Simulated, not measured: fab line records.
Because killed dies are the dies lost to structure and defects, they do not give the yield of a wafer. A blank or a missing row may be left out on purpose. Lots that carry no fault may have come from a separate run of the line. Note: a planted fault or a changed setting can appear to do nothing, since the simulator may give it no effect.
Comparing a struck lot with a sound one + flow berkeleyCmos170 + 15 steps out of a route of 331
Sound: these wafers, L462.1, L462.2, L462.6. Wafers struck: L452.1, L452.2, L452.5. The cause is given at the end.
Per side, at each step with rows, come the tool, then ch with its chambers, and then its first start. Under that, the readings that differ: sound wafers + struck wafers + difference of the means + sigmas: that difference in standard deviations of wafers without a fault.
alike: words and numbers the same on both sides, and readings whose means are apart by under 2 such deviations; not compared: readings that were withheld, readings missing a value for some wafer, numbers with overlapping values and no deviation given by the record, and bounds like >300 which may hide the same value.
Wherever a step has rows on one side only, a row that says differs or no value, or a row with sigmas, the two part there. Numbers that don't overlap but have no deviation are shown without sigmas and don't part them. A reading that every wafer of one side lacks parts them only if that side has two wafers or more.

UCB170_NWELL_THK_MEAS_02:
  struck on filmMetro-01, day 3 18:53; sound on filmMetro-01, day 5 18:38
  alike: NWELL_OXIDE_THK
then, 2 steps without rows for these wafers: UCB170_NWELL_ANNEAL_03 (time 900 s); UCB170_NWELL_CVD_04 (deposits Si3N4 from SiH2Cl2/NH3, target thk 224 nm, time 3360 s).
UCB170_NWELL_THK_MEAS_05:
  struck on filmMetro-03, day 3 23:29; sound on filmMetro-01, day 6 03:45
  alike: NWELL_NITRIDE_THK
then, 6 steps without rows for these wafers: UCB170_NWELL_HMDS_06 (prime time 60 s); UCB170_NWELL_COAT_07 (resist thk 900 nm); UCB170_NWELL_SOFTBAKE_08 (time 60 s); UCB170_NWELL_EXPOSE_09 (exposes mask NWELL, target cd 3000 nm); UCB170_NWELL_PEB_10; UCB170_NWELL_DEVELOP_11 (develop time 45 s).
UCB170_NWELL_OVL_MEAS_12:
  struck on overlay-01, day 4 01:52; sound on overlay-01, day 6 05:26
  alike: NWELL_OVL
UCB170_NWELL_ETCH_13: etches Si3N4 in CH3F/Ar/O2, stops on SiO2, target depth 246.4 nm, time 154 s.
  sound on rieDiel-04 ch 0,1,2, day 6 05:28; struck on rieDiel-04 ch 1,2, day 4 01:54
  alike: drypumpMotorCurrentA, oesProductAu, throttleValvePct
  not compared: rfHoursCounterH
UCB170_NWELL_IMPLANT_14:
  sound on implanter-02 ch 0, day 6 05:34; struck on implanter-01 ch 0, day 4 02:00
| reading                  | sound                | struck               | difference | sigmas      |
|--------------------------|----------------------|----------------------|------------|-------------|
| beamEnergyKeV            | 150.00 150.01 149.96 | 155.71 155.73 155.75 | +5.74      | +99 or more |
| model.implant.rpNm (nm)  | 182.1 182.1 182.1    | 189 189 189          | +7         |             |
| model.implant.drpNm (nm) | 62.72 62.72 62.72    | 64.51 64.51 64.51    | +1.79      |             |
  alike: doseIonsCm2
UCB170_NWELL_STRIP_15: strips in O2.
  sound on plasmaAsher-02 ch 0,1, day 6 05:43; struck on plasmaAsher-04 ch 0,1, day 4 02:09
  alike: drypumpMotorCurrentA, oesProductAu, stripTimeToEndpointS
  not compared: rfHoursCounterH
UCB170_M3_PROBE_99:
  rows exist in the record for the sound wafers here (prober-01, day 11 17:21), none for the struck ones

== WHERE THEY PART ==
Last at UCB170_M3_PROBE_99 as far as this record goes, first at UCB170_NWELL_IMPLANT_14.

WHY: what had been put in by the simulator
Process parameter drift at UCB170_NWELL_IMPLANT_14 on implanter-01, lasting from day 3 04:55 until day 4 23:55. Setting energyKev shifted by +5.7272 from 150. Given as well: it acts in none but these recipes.
